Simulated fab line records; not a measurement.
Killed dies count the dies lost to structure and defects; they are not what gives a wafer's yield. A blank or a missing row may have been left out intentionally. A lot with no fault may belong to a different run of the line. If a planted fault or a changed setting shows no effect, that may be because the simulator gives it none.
Struck lot and sound lot, side by side -- flow berkeley-cmos170 -- 19 out of 331 route steps
Sound: these wafers, L417.2, L417.4, L417.5. The struck wafers were L421.1, L421.3, L421.4. At the end, the cause is stated.
Each step with rows lists, per side, the tool, then ch with its chambers, then its first start. Under that, the readings that differ: sound wafers -- struck wafers -- difference of the means -- sigmas: that difference in standard deviations of wafers without a fault.
alike: readings with means less than 2 such deviations apart, plus words and numbers identical on both sides. not compared: withheld readings, readings lacking a value on some wafer, bounds such as >300 that could conceal the same value, and numbers that have no deviation in the record and whose values overlap.
A row with sigmas, a row that says differs or no value, or rows on one side alone: a step with any of these is where the two part. When numbers do not overlap yet have no deviation, they are printed without sigmas and do not part them. A reading that every wafer of one side lacks parts them only if that side has two wafers or more.

UCB170_M2_SPUTTER_01: material Al, target thk 900 nm, time 120 s.
  struck on pvd-sputter-02, day 9 01:02; sound on pvd-sputter-03, day 7 22:58
  alike: throttle-valve-pct
UCB170_M2_RS_MEAS_02: uses a four-point probe to measure.
  struck on film-metro-03, day 9 01:07; sound on film-metro-03, day 7 23:04
reading,sound,struck,difference,sigmas
M2_AL_RS (ohm/sq),0.0319 0.0319 0.0321,0.0327 0.0330 0.0327,+0.0008,+3
UCB170_M2_THK_MEAS_03: measures by xrf.
  struck on film-metro-03, day 9 01:14; sound on film-metro-03, day 7 23:11
  alike: M2_AL_THK
then, 3 steps without rows for these wafers: UCB170_M2_HMDS_04 (prime time 60 s); UCB170_M2_COAT_05 (resist thk 900 nm); UCB170_M2_SOFTBAKE_06 (time 60 s).
UCB170_M2_STRIP_07: strips in O2.
  sound on plasma-asher-01 ch 0,1, day 7 23:47; struck on plasma-asher-04 ch 0,1, day 9 01:44
reading,sound,struck,difference,sigmas
drypump-motor-current-A (A),5.2 5.2 5.6,6.4 6.1 6.4,+1.0,+2
  alike: oes-product-au, strip-time-to-endpoint-s
  not compared: rf-hours-counter-h
then, 5 steps without rows for these wafers: UCB170_M2_STRIP_08 (strips KrF in DMSO, time 600 s); UCB170_M2_COAT_09; UCB170_M2_COAT_10 (resist thk 900 nm); UCB170_M2_SOFTBAKE_11 (time 58.46 s); UCB170_M2_EXPOSE_12 (exposes mask METAL2, target cd 700 nm).
UCB170_M2_PEB_13:
  sound on litho-track-02 ch 0, day 8 01:16; struck on litho-track-02 ch 0, day 9 03:08
reading,sound,struck,difference,sigmas
heater-power-total-W (W),56.77 56.78 56.81,50.66 50.67 50.69,-6.11,-99 or more
plate-temp-C (C),129.94 130.00 130.20,119.13 119.26 119.14,-10.87,-84
UCB170_M2_DEVELOP_14: develop time 44.01 s.
  sound: litho-track-02 ch 0; struck: litho-track-02 ch 0
reading,sound,struck,difference,sigmas
model.M2.cd-nm (nm),698.4 699.9 700.1,811.1 811.2 811.8,+111.9,
UCB170_M2_CD_MEAS_15: the cd target is 700 nm.
  struck on cd-sem-01, day 9 03:25; sound on cd-sem-01, day 8 01:32
reading,sound,struck,difference,sigmas
cd-nm (nm),698.3 700.2 700.2,811.0 810.9 811.8,+111.7,+86
UCB170_M2_OVL_MEAS_16:
  struck on overlay-01, day 9 03:32; sound on overlay-02, day 8 01:38
  alike: M2_OVL
UCB170_M2_ETCH_17: etches BARC in N2/H2.
  sound on rie-diel-04 ch 0,1,2, day 8 01:40; struck on rie-diel-02 ch 0,2,3, day 9 03:34
  alike: drypump-motor-current-A, oes-product-au, throttle-valve-pct
UCB170_M2_METAL_ETCH_18: etches Al in Cl2/BCl3, stops on SiO2, target depth 1170 nm, time 195 s.
  sound on rie-metal-04 ch 1, day 8 01:43; struck on rie-metal-03 ch 1, day 9 03:36
reading,sound,struck,difference,sigmas
drypump-motor-current-A (A),5.9 5.9 5.9,4.6 4.6 4.6,-1.3,-3
model.M2.cd-nm (nm),696.5 696.7 699.6,806.9 809.4 810.6,+111.4,
  alike: mfc-cl2-sccm, oes-product-au, throttle-valve-pct
  not compared: rf-hours-counter-h
UCB170_M2_STRIP_19: strips in O2.
  sound on plasma-asher-01 ch 0,1, day 8 01:54; struck on plasma-asher-01 ch 0,1, day 9 03:59
reading,sound,struck,difference,sigmas
oes-product-au (a.u.),0.562 0.562 0.550,0.536 0.534 0.529,-0.025,-3
  alike: drypump-motor-current-A
  not compared: rf-hours-counter-h

WHERE THEY PART
At UCB170_M2_RS_MEAS_02 first; at UCB170_M2_STRIP_19 last (within this record only).

WHY: the cause the simulator had injected
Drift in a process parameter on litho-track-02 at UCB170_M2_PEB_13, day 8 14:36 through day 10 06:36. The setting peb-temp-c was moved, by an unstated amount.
